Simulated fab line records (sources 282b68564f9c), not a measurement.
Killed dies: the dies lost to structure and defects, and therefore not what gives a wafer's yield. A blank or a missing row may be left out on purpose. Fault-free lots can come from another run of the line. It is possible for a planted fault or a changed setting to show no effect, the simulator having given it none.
Lot-split experiment | flow ritCmos | 13 wafers read from 3 lots, route of 202 steps

ON THE SPLIT
At RIT_M1_ANNEAL_15 (time 1800 s), the setting tempC was moved away from the recipe's 450 C on 5 of the 13 wafers read, by +2.2%. For the rest of the wafers, this setting stayed at what the recipe calls for.

No step appears in the file between the split and the reading.

THE READING
etest.nmos_0p15.rOnOhmUm (the simulator's own value, which no gauge read), at RIT_M1_PROBE_99. The file gives no usual value for it. Average 1083, standard deviation 17, over the 8 wafers here run with the recipe.

wafer  | tool, chamber at the split | tempC as run, C | against the recipe | etest.nmos_0p15.rOnOhmUm | against lot-mates on the recipe
L074.1 | -, -                       | 460             | +2.2%              | 1290                     | no lot-mate on the recipe
L074.2 | -, -                       | 460             | +2.2%              | 1264                     | no lot-mate on the recipe
L074.4 | -, -                       | 460             | +2.2%              | 1212                     | no lot-mate on the recipe
L074.5 | -, -                       | 460             | +2.2%              | 1263                     | no lot-mate on the recipe
L074.6 | -, -                       | 460             | +2.2%              | 1291                     | no lot-mate on the recipe
L077.2 | furnace-02, 0              | 450             | recipe             | 1091                     | -
L077.4 | furnace-02, 0              | 450             | recipe             | 1060                     | -
L077.5 | furnace-02, 0              | 450             | recipe             | 1085                     | -
L080.1 | -, -                       | 450             | recipe             | 1064                     | -
L080.2 | -, -                       | 450             | recipe             | 1085                     | -
L080.3 | -, -                       | 450             | recipe             | 1072                     | -
L080.4 | -, -                       | 450             | recipe             | 1117                     | -
L080.5 | -, -                       | 450             | recipe             | 1090                     | -

THE FIT
A straight line over all 13 wafers: etest.nmos_0p15.rOnOhmUm changes by +81.5 for each +1% of tempC; r = +0.97; the points scatter about the line by 24.
Too few moved wafers with a lot-mate on the recipe to fit a line net of each lot's own level.

THE WHOLE CHAIN: every reading that the file lists as answering this split, in the file's order
step            | what it does | reading                                                                    | change (the file's fit)           | r (the file's)
RIT_M1_PROBE_99 |              | etest.pmosTurned.rOnOhmUm (the simulator's own value, which no gauge read) | +277 for each +1% of the setting  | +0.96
RIT_M1_PROBE_99 |              | etest.nmos_0p15.rOnOhmUm (the simulator's own value, which no gauge read)  | +81.4 for each +1% of the setting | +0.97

FILE'S OWN FIT
etest.nmos_0p15.rOnOhmUm changes by +81.4 for each +1% of tempC, r = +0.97.
